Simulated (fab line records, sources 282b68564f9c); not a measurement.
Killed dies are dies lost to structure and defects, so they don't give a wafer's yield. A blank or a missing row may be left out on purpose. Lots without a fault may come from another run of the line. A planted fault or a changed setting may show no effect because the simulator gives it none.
Split-lot experiment | flow rit_cmos | 5 lots, 23 wafers read, on a route of 202 steps

THE SPLIT
At RIT_NLDD_COAT_01 (resist thk 1000 nm), the setting resist_thk_nm was moved away from the recipe's 1000 nm on 7 of the 23 wafers read, by +3.1% to +5.0%. The other wafers ran this setting at the recipe's value.

The file shows no step between the split and the reading.

THE READING
NOVOLAK_of_NLDD_COAT_01.thk_nm (the simulator's own value, which no gauge read), in nm, at RIT_NLDD_HARDBAKE_07 (time 60 s). The file gives no usual value for it. The 16 wafers here that ran the recipe average 883.9 nm, standard deviation 2.6 nm.

wafer  | tool, chamber at the split | resist_thk_nm as run, nm | against the recipe | NOVOLAK_of_NLDD_COAT_01.thk_nm, nm | against lot-mates on the recipe
L074.1 | litho_track-04, 0          | 1000                     | recipe             | 883.2                              | -
L074.2 | litho_track-04, 0          | 1000                     | recipe             | 883                                | -
L074.4 | litho_track-04, 0          | 1000                     | recipe             | 882.6                              | -
L074.5 | litho_track-04, 0          | 1000                     | recipe             | 884.8                              | -
L074.6 | litho_track-04, 0          | 1000                     | recipe             | 885.8                              | -
L076.1 | litho_track-04, 0          | 1000                     | recipe             | 885.4                              | -
L076.2 | litho_track-04, 0          | 1000                     | recipe             | 884.8                              | -
L076.3 | litho_track-04, 0          | 1050                     | +5.0%              | 929                                | +43.9
L076.5 | litho_track-04, 0          | 1050                     | +5.0%              | 928                                | +42.9
L076.6 | litho_track-04, 0          | 1050                     | +5.0%              | 930.6                              | +45.5
L077.3 | litho_track-02, 0          | 1000                     | recipe             | 883.9                              | -
L077.4 | litho_track-02, 0          | 1000                     | recipe             | 884.2                              | -
L077.5 | litho_track-02, 0          | 1000                     | recipe             | 886.7                              | -
L079.1 | litho_track-03, 0          | 1000                     | recipe             | 879.6                              | -
L079.2 | litho_track-03, 0          | 1000                     | recipe             | 881                                | -
L079.3 | litho_track-03, 0          | 1031                     | +3.1%              | 907                                | +27.0
L079.5 | litho_track-03, 0          | 1031                     | +3.1%              | 909.1                              | +29.1
L079.6 | litho_track-03, 0          | 1000                     | recipe             | 879.5                              | -
L084.1 | litho_track-03, 0          | 1000                     | recipe             | 890.2                              | -
L084.2 | litho_track-03, 0          | 1000                     | recipe             | 885                                | -
L084.4 | litho_track-03, 0          | 1038                     | +3.8%              | 924.5                              | +38.5
L084.5 | litho_track-03, 0          | 1038                     | +3.8%              | 919.6                              | +33.6
L084.6 | litho_track-03, 0          | 1000                     | recipe             | 882.7                              | -

THE FIT
A straight line over all 23 wafers: NOVOLAK_of_NLDD_COAT_01.thk_nm changes by +9.11 nm for each +1% of resist_thk_nm; r = +0.99; the points scatter about the line by 3 nm.
The same after taking each lot's own level away (the mean of its wafers on the recipe; 23 wafers): +9 nm for each +1%; r = +1.00; scatter 1.8 nm.
On that fit, the largest move of resist_thk_nm shifts the reading by 45 nm.
The lots' own levels span 880.03 to 885.97 nm, that is 2.3 times the standard deviation above.
So the lot-to-lot level changes the slope little: the two slopes agree.
Check: with one of the wafers moved furthest among these (+5.0%) left out of the fit, the line predicts +45.3 nm for it against its lot-mates. It came out at +43.9 nm against them.

OTHER SPLITS ON THESE WAFERS
These wafers also went through other splits before the reading. Each is held against what the fit with the lots' levels taken away leaves over:
other split on the same wafers       | wafers away from the commonest value | r with NOVOLAK_of_NLDD_COAT_01.thk_nm (lot level and that fit taken away)
RIT_ACTIVE_OXIDATION_01 temp_c       | 15                                   | +0.11
RIT_ACTIVE_CVD_03 nh3_flow_sccm      | 18                                   | +0.02
RIT_ACTIVE_DEVELOP_10 develop_time_s | 8                                    | -0.11
RIT_NWELL_IMPLANT_08 energy_kev      | 6                                    | +0.43
RIT_PWELL_COAT_01 resist_thk_nm      | 8                                    | +0.13
RIT_PWELL_SOFTBAKE_02 temp_c         | 9                                    | +0.04
RIT_PRETRO_COAT_01 resist_thk_nm     | 7                                    | -0.17
RIT_PRETRO_IMPLANT_08 dose_cm2       | 5                                    | +0.03

THE WHOLE CHAIN: every reading that the file lists as answering this split, in the file's order
step                 | what it does       | reading                                                                         | change (the file's fit)              | r (the file's)
RIT_NLDD_COAT_01     | resist thk 1000 nm | NOVOLAK_of_NLDD_COAT_01.thk_nm (the simulator's own value, which no gauge read) | +10.3 nm for each +1% of the setting | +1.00
RIT_NLDD_HARDBAKE_07 | time 60 s          | NOVOLAK_of_NLDD_COAT_01.thk_nm (the simulator's own value, which no gauge read) | +9.06 nm for each +1% of the setting | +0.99

THE FILE'S OWN FIT
NOVOLAK_of_NLDD_COAT_01.thk_nm changes by +9.06 nm for each +1% of resist_thk_nm, r = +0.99.
